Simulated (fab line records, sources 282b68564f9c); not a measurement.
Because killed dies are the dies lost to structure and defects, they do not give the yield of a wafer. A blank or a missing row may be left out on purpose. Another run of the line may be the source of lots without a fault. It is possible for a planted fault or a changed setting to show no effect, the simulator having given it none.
Problem report, 8D (eight disciplines) form, completed by code :: flow rit cmos :: the parts of the form that need people (team, actions taken, sign-off) are left out

1. PROBLEM STATEMENT
Across 9 wafers from 3 lots, NLDD_OVL at RIT_NLDD_OVL_MEAS_06 averages -148.6 nm, while fault-free wafers read 0.1 nm with a standard deviation of 1.6. That puts it -93 standard deviations away from the usual mean.
Seen first at day 3 09:50 on overlay-02, wafer L549.1. The record has a number at this step for 36 wafers belonging to 12 lots. Rule for "out", or "out of limits": more than 4 standard deviations from the usual mean. Any other wafer with a number is counted as sound.

2. WHAT IT IS, AND WHAT IT ISN'T
question: which readings at this step
is: NLDD_OVL
is not: -

question: which lots
is: L549, L552, L553
is not: L546, L547, L548, L554, L555, L559, L563, L564, L565

question: which wafers of those lots
is: all that have a number
is not: -

question: read on which gauges
is: overlay-01, overlay-02
is not: -

question: when
is: from day 3 09:50
is not: up to then (9 sound wafers); but 18 sound wafers of L554, L555, L559, L563, L564, L565 came after

3. SUSPECTS, AND WHAT RULES EACH OUT
Counting: a tool at a process step up to the reading stays a suspect if it ran every lot that is out and no sound lot after the first of them.
- ruled out: the gauge at RIT_NLDD_OVL_MEAS_06. 2 gauges (overlay-01, overlay-02) read the wafers that are out.
- iline stepper-01 at RIT_NLDD_EXPOSE_03 (exposes mask M7, target cd 40700 nm): kept. It processed each lot that is out, first L549 at day 3 09:26, and no sound lot thereafter; up to then, the last sound lot it processed was L548 at day 3 05:05.
Remaining after the count: iline stepper-01 at RIT_NLDD_EXPOSE_03.

4. THE CAUSE (what the simulator had put in)
Scanner matching overlay: iline stepper-01, from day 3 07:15 on, at RIT_NLDD_EXPOSE_03. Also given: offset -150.
Only this tool survived the counting.

5. THE CHAIN OF EFFECTS, in route order
Each row: a reading whose mean over the struck wafers that have a number lies more than 3 standard deviations from the usual. Only readings whose record carries a usual standard deviation are examined. hours: median over the lots of the time between each lot's start at the first step of this table that gives one and its start at this step. sigmas: the change, counted in usual standard deviations.
hours: 0
step: RIT_NLDD_OVL_MEAS_06
reading: NLDD_OVL
usual: 0.1 nm
on struck wafers: -148.6
change: -148.7
sigmas: -93
At these later measuring or inspecting steps, every struck wafer for which the step has a row has a number for every such reading, and none has moved that far: RIT_PSD_OVL_MEAS_06, RIT_SILICIDE_THK_MEAS_03.

6. HOW IT WOULD HAVE BEEN CAUGHT EARLIER
3 hours passed between the start of the fault at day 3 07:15 and the first reading out of limits at a measuring or inspecting step in this record, taken at day 3 09:50.
L552, L553, from the lots that are out (3), started RIT_NLDD_EXPOSE_03 on iline stepper-01 later than day 3 09:50. A hold on the tool at that time would have spared those 2.
